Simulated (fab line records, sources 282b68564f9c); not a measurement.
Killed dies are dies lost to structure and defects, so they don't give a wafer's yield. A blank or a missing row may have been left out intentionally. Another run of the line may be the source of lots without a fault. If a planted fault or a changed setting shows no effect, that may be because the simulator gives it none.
A single fault, viewed from 2 desks -- flow rit-cmos -- each desk has only its own numbers; what lay behind them comes last

FOR THE TOOL OWNER'S DESK: litho-track-03
The tool's own readings at RIT_CONTACT_DEVELOP_07 (develop time 120 s): means of the sampled wafers that have a number, for each lot that ran on this tool. A lot is out of limits, marked OUT, if its mean lies more than 4 standard deviations from the usual mean; the brackets give that distance.
Columns: A = developer-temp-C at RIT_CONTACT_DEVELOP_07, usual 23.03 C
lot,first seen here,A
L251,day 3 14:00,23.08
L258,day 5 02:00,22.94
L259,day 5 05:00,23.14
L260,day 5 10:00,23.11
L265,day 6 11:00,23.03
L266,day 6 18:00,22.95
This desk's verdict: no lot among the 6 shows anything out of limits.

METROLOGY DESK
Means of the sampled wafers that have a number, per lot and without regard to the tool the lot ran on: this is what the gauges read. A lot is out of limits, marked OUT, if its mean lies more than 4 standard deviations from the usual mean; the brackets give that distance.
Columns: A = FIELD_OXIDE_LEFT_1_THK at RIT_FOX2_THK_MEAS_90, usual 323 nm; B = cd-nm at RIT_CONTACT_CD_MEAS_08, usual 999.8 nm; C = M1_BOW at RIT_M1_BOW_MEAS_16, usual 17 um
lot,first seen here,A,B,C
L249,day 1 23:38,319,999.3,25
L250,day 2 03:13,314,998.6,13
L251,day 2 06:44,316,998.6,18
L252,day 2 10:42,325,999.9,17
L253,day 2 16:41,319,998.0,18
L254,day 2 20:13,321,999.6,14
L255,day 3 02:44,327,1003.8,20
L257,day 3 12:05,321,995.8,16
L258,day 3 17:09,327,1000.7,16
L259,day 3 23:21,313,999.9,19
L260,day 4 02:23,328,997.0,21
L261,day 4 07:12,331,1004.5,13
L265,day 5 04:02,327,981.3 (-8.8) OUT,17
L266,day 5 08:13,316,980.0 (-9.4) OUT,16
Finding of this desk: L265, L266 out of limits; the first was L265 at day 6 11:29, on cd-nm at RIT_CONTACT_CD_MEAS_08. Within limits: L249, L250, L251, L252, L253, L254, L255, L257, L258, L259, L260, L261.

TAKEN TOGETHER
On L265, L266, the metrology desk was in a position to raise an alarm at day 6 11:29.
Nothing out of limits was seen by the tool owner's desk.
The tool owner's desk has L265, L266 on record, within its limits.
The lots listed all ran RIT_CONTACT_DEVELOP_07 on litho-track-03.

WHAT THE SIMULATOR HAD INSERTED
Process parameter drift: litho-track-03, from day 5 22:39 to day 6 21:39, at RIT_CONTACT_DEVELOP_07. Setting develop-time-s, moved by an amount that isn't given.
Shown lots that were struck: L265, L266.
Time in hours between the start of the fault and the first out-of-limits reading at each desk: metrology desk, 13.
